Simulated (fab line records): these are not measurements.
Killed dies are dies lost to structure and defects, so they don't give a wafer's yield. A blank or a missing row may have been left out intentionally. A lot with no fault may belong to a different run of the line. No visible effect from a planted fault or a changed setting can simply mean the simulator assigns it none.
The same fault as seen by 2 desks | flow berkeley-cmos170 | only its own numbers are on each desk; what lay behind them is given at the end

## TOOL OWNER'S DESK, pvd-sputter-03
The tool's own readings at UCB170_M3_SPUTTER_01 (material Al, target thk 900 nm, time 120 s): means of the sampled wafers that have a number, for each lot that ran on this tool. If a lot's mean is further than 4 standard deviations from the usual mean, the lot is out of limits and carries the mark OUT (the distance appears in the brackets).
Columns: A = cathode-dc-power-W at UCB170_M3_SPUTTER_01, usual 6000.1 W; B = throttle-valve-pct at UCB170_M3_SPUTTER_01, usual 30.0 %
lot  | first seen here | A      | B
L934 | day 9 08:22     | 5999.7 | 30.4
L938 | day 10 04:26    | 6000.9 | 28.9
L940 | day 10 13:18    | 5999.7 | 30.2
L946 | day 11 22:38    | 5999.6 | 29.9
L948 | day 12 17:07    | 6000.7 | 29.0
This desk's verdict: no lot among the 5 shows anything out of limits.

## AT THE METROLOGY DESK
What the gauges read for every lot (on any tool): the sampled wafers with a number, averaged. If a lot's mean is further than 4 standard deviations from the usual mean, the lot is out of limits and carries the mark OUT (the distance appears in the brackets).
Columns: A = PVT_TW at UCB170_PVT_TW_MEAS_09, usual 508; B = cd-nm at UCB170_NLDD_CD_MEAS_06, usual 1199.7 nm; C = M3_AL_RS at UCB170_M3_RS_MEAS_02, usual 0.0323 ohm/sq; D = M3_AL_THK at UCB170_M3_THK_MEAS_03, usual 909 nm
lot  | first seen here | A   | B      | C                 | D
L931 | day 6 22:56     | 501 | 1199.4 | 0.0324            | 904
L932 | day 6 23:38     | 501 | 1199.1 | 0.0323            | 911
L930 | day 6 23:46     | 514 | 1199.8 | 0.0323            | 919
L934 | day 7 02:31     | 515 | 1201.3 | 0.0325            | 900
L933 | day 7 02:47     | 516 | 1199.6 | 0.0325            | 898
L935 | day 8 02:47     | 500 | 1198.6 | 0.0321            | 916
L936 | day 8 02:55     | 515 | 1199.9 | 0.0322            | 906
L937 | day 8 03:03     | 500 | 1199.7 | 0.0325            | 898
L938 | day 8 03:13     | 499 | 1202.5 | 0.0326            | 897
L941 | day 8 09:31     | 517 | 1200.8 | 0.0324            | 899
L940 | day 8 09:49     | 500 | 1198.5 | 0.0322            | 916
L939 | day 8 09:54     | 516 | 1200.5 | 0.0325            | 901
L946 | day 9 15:53     | 512 | 1198.6 | 0.0351 (+8.2) OUT | 850 (-5.4) OUT
L948 | day 10 12:06    | 504 | 1199.4 | 0.0389 (+19) OUT  | 771 (-13) OUT
This desk reports L946, L948 out of limits; the earliest was L946 at day 11 22:43 (M3_AL_RS at UCB170_M3_RS_MEAS_02). L931, L932, L930, L934, L933, L935, L936, L937, L938, L941, L940, L939: within limits.

## TAKEN TOGETHER
The metrology desk could have raised an alarm at day 11 22:43, on L946, L948.
Nothing out of limits was seen by the tool owner's desk.
On record at the tool owner's desk: L946, L948, within its limits.
All the named lots went through UCB170_M3_SPUTTER_01 on pvd-sputter-03.

## WHAT THE SIMULATOR PUT IN
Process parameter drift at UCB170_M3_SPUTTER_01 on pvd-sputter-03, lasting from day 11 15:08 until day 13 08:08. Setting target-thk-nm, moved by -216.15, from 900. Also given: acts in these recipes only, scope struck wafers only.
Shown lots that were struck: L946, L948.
Hours from the fault's start to each desk's first reading out of limits: the metrology desk, 8.
